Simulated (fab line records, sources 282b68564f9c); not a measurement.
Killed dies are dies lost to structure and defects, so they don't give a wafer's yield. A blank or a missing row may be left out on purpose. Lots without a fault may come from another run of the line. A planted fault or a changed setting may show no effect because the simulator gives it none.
fab line records | flow rit_cmos
record lots=13 wafers=39 last_day=8
route steps=202 shown GATE@84
lots that met no fault: from a run of the same line without faults
start_h: hours from the record's first day to the start of the lot's first wafer shown | wait_h: hours since the lot's step before | " the same as in the row above | L1.1+2: a row that stands for several wafers | - no value, or no start given | * or withheld: withheld | < > ~ a bound
route shown NAME@n: a module of which the file shows steps, and the number in the route of the first | usual: mean/standard deviation of fault-free wafers | same: alike in all rows | chamber/n: place in a boat | sites: the reading at each site | _std_site: their standard deviation | _edge_site: outer sites' mean less inner sites' | radius_mm: how far each site lies from the wafer's centre | mask NAME#n: copy n | behind: the tool/chamber that last shaped the wafer | hold: why the lot was held/for how many hours/how that ended | device: the transistor (n, p or np) that didn't switch | end of line: the same wafers' tests at the end of the route | a step without rows: its recipe alone | killed: dies lost to structure and defects at the first sort, not the wafer's yield | map: a wafer's dies, x killed, . not, _ none there
set.NAME: the setting as run; set.NAME@STEP: as run at that earlier step | model.NAME: the simulator's own value behind a step, which no gauge read
steps of the route over a sample of lots; a table a step, a row a wafer
services: from which hour (start_h, from the record's first day; less than 0 if before it) a tool's chamber was out of use, for how many hours, and why
## steps
# step RIT_GATE_CVD_08
# recipe material=poly-Si target_thk_nm=250 temp_c=610 precursor=SiH4 time_s=2220 pressure_mtorr=300 sih4_flow_sccm=100
# columns lot.wafer tool chamber start_h wait_h
L566.2+3+5 lpcvd-02 0 39.75 0.0
L567.1+2+4 lpcvd-02 1 41.37 0.3
L568.1+2+6 lpcvd-02 1 46.23 0.1
L569.2+4+6 lpcvd-01 1 51.39 1.2
L571.2+3+5 lpcvd-02 0 59.73 0.0
L572.1+4+6 lpcvd-01 1 64.43 0.1
L573.2+3+4 lpcvd-02 1 73.18 0.0
L575.2+4+5 lpcvd-02 1 79.83 0.0
L578.2+4+6 lpcvd-01 0 94.12 0.0
L582.1+2+4 lpcvd-01 0 120.07 0.1
L587.3+4+5 lpcvd-01 1 146.49 0.9
L588.1+3+5 lpcvd-01 1 151.69 0.1
L589.1+2+3 lpcvd-01 1 156.64 0.7
# step RIT_GATE_THK_MEAS_09
# recipe reads=poly-Si_of_GATE_CVD_08
# usual GATE_POLY_THK=250.5/2.1
# columns lot.wafer tool chamber start_h wait_h GATE_POLY_THK[nm]
L566.2 film_metro-04 - 41.38 0.0 250.1
L566.3 " - " " 249.0
L566.5 " - " " 251.6
L567.1 film_metro-02 - 42.99 0.0 251.4
L567.2 " - " " 254.3
L567.4 " - " " 251.2
L568.1 film_metro-02 - 48.66 0.0 247.0
L568.2 " - " " 245.9
L568.6 " - " " 247.5
L569.2 film_metro-03 - 53.01 0.0 250.4
L569.4 " - " " 253.7
L569.6 " - " " 248.7
L571.2 film_metro-03 - 61.35 0.0 249.2
L571.3 " - " " 249.8
L571.5 " - " " 250.1
L572.1 film_metro-02 - 66.05 0.0 248.6
L572.4 " - " " 249.3
L572.6 " - " " 247.6
L573.2 film_metro-02 - 74.80 0.0 250.9
L573.3 " - " " 251.6
L573.4 " - " " 250.9
L575.2 film_metro-03 - 81.46 0.0 169.1
L575.4 " - " " 168.9
L575.5 " - " " 168.2
L578.2 film_metro-04 - 95.74 0.0 252.2
L578.4 " - " " 251.5
L578.6 " - " " 251.4
L582.1 film_metro-02 - 122.50 0.0 253.9
L582.2 " - " " 249.4
L582.4 " - " " 249.4
L587.3 film_metro-03 - 148.94 0.0 249.0
L587.4 " - " " 249.1
L587.5 " - " " 248.9
L588.1 film_metro-03 - 153.30 0.0 250.4
L588.3 " - " " 251.6
L588.5 " - " " 251.4
L589.1 film_metro-02 - 158.26 0.0 251.4
L589.2 " - " " 250.9
L589.3 " - " " 249.9
# step RIT_GATE_ETCH_19
# recipe chemistry=SF6/CHF3/O2 time_s=165 SF6_flow_sccm=30 CHF3_flow_sccm=30 O2_flow_sccm=5 target=poly-Si pressure_mtorr=40 rf_w=160 target_depth_a=3125 over_etch_frac=0.25 stop_on=SiO2
# usual SF6_flow_sccm=29.99/0.09 drypump_motor_current_A=5.8/0.56 oes_product_au=0.846/0.012 throttle_valve_pct=10.27/0.14
# columns lot.wafer tool chamber start_h wait_h SF6_flow_sccm drypump_motor_current_A oes_product_au rf_hours_counter_h throttle_valve_pct
L566.2 rie_si-02 3 42.58 0.1 30.01 5.4 0.832 0 10.54
L566.3 " 0 " " 30.04 6.6 0.856 96 10.15
L566.5 " 3 " " 30.01 5.4 0.843 - 10.53
L567.1 rie_si-01 1 44.23 0.1 29.99 6.1 0.854 47 10.24
L567.2 " 2 " " 29.83 5.2 0.840 79 10.25
L567.4 " 0 " " 29.93 5.6 0.846 101 10.32
L568.1 rie_si-02 3 49.87 0.1 30.04 5.4 0.839 0 10.53
L568.2 " 0 " " 29.83 6.6 0.853 96 10.14
L568.6 " 3 " " 29.89 5.4 0.834 - 10.54
L569.2 rie_si-01 3 54.22 0.1 30.06 6.8 0.832 10 10.19
L569.4 " 1 " " 30.02 6.0 0.862 47 10.23
L569.6 " 2 " " 29.98 5.2 0.824 - 10.26
L571.2 rie_si-01 3 62.68 0.1 30.15 6.8 0.829 10 10.19
L571.3 " 2 " " 30.02 5.2 0.830 79 10.24
L571.5 " 2 " " 30.04 5.2 0.835 - 10.26
L572.1 rie_si-02 1 67.27 0.1 30.11 5.6 0.860 89 10.05
L572.4 " 3 " " 30.05 5.3 0.838 - 10.55
L572.6 " 1 " " 30.14 5.6 0.848 - 10.04
L573.2 rie_si-01 0 76.01 0.1 30.13 5.6 0.849 101 10.33
L573.3 " 3 " " 29.91 6.7 0.832 10 10.21
L573.4 " 1 " " 30.00 6.0 0.849 47 10.26
L575.2 rie_si-01 1 82.67 0.1 30.05 6.0 0.652 47 10.25
L575.4 " 0 " " 30.14 5.6 0.653 101 10.32
L575.5 " 3 " " 30.12 6.8 0.645 - 10.20
L578.2 rie_si-02 3 96.99 0.1 29.93 5.4 0.831 1 10.52
L578.4 " 0 " " 29.91 6.6 0.860 97 10.14
L578.6 " 3 " " 30.00 5.3 0.846 - 10.53
L582.1 rie_si-02 1 123.84 0.1 29.95 5.6 0.862 90 10.04
L582.2 " 0 " " 30.07 6.6 0.849 97 10.14
L582.4 " 2 " " 29.89 5.2 0.852 18 10.39
L587.3 rie_si-01 2 150.14 0.1 29.89 5.2 0.824 80 10.26
L587.4 " 1 " " 30.03 6.0 0.850 48 10.24
L587.5 " 0 " " 30.01 5.6 0.839 - 10.29
L588.1 rie_si-02 3 154.90 0.1 29.94 5.3 0.824 1 10.53
L588.3 " 2 " " 29.99 5.2 0.868 19 10.38
L588.5 " 3 " " 29.97 5.3 0.839 - 10.53
L589.1 rie_si-01 2 159.60 0.1 30.18 5.2 0.831 80 10.27
L589.2 " 1 " " 29.90 6.0 0.855 48 10.23
L589.3 " 3 " " 29.88 6.8 0.824 11 10.21
## services
# columns tool chamber start_h hours kind
rie_si-01 0 18.01 1.2 repair
rie_si-02 3 20.27 - clean
rie_si-02 3 20.27 17.4 scheduled_down
rie_si-02 3 20.27 17.4 vent_cycle
lpcvd-01 - 43.97 6.0 pm
rie_si-02 0 67.12 6.8 repair
rie_si-01 3 97.94 8.9 repair
lpcvd-01 - 110.38 0.7 repair
rie_si-01 - 131.26 0.5 repair
rie_si-01 - 133.85 2.8 pm
lpcvd-02 - 148.57 14.6 pm
## key
first_sign step=RIT_GATE_THK_MEAS_09 reading=GATE_POLY_THK direction=down sigmas=39 usual=250.5 struck=168.7
effect step=RIT_GATE_ETCH_19 reading=oes_product_au direction=down sigmas=17 usual=0.846 struck=0.650
met_at RIT_GATE_CVD_08
struck_lots L575
struck_wafers L575.2,L575.4,L575.5
tester_left_out L575
onset_between 73.18 79.83
fault kind=process_parameter_drift tool=lpcvd-02 chamber=1 onset_h=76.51 steps=RIT_GATE_CVD_08 channel=target_thk_nm offset=-82.5 shape=step end_h=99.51 acts_in=these_recipes_only stated=250
# tester_left_out: of these lots the tester's yield and bins aren't shown, on N5 and GAA mostly nor the transistor test; their killed dies are dies lost to structure and defects alone, not to doping, threshold or leakage, so they don't give the yield
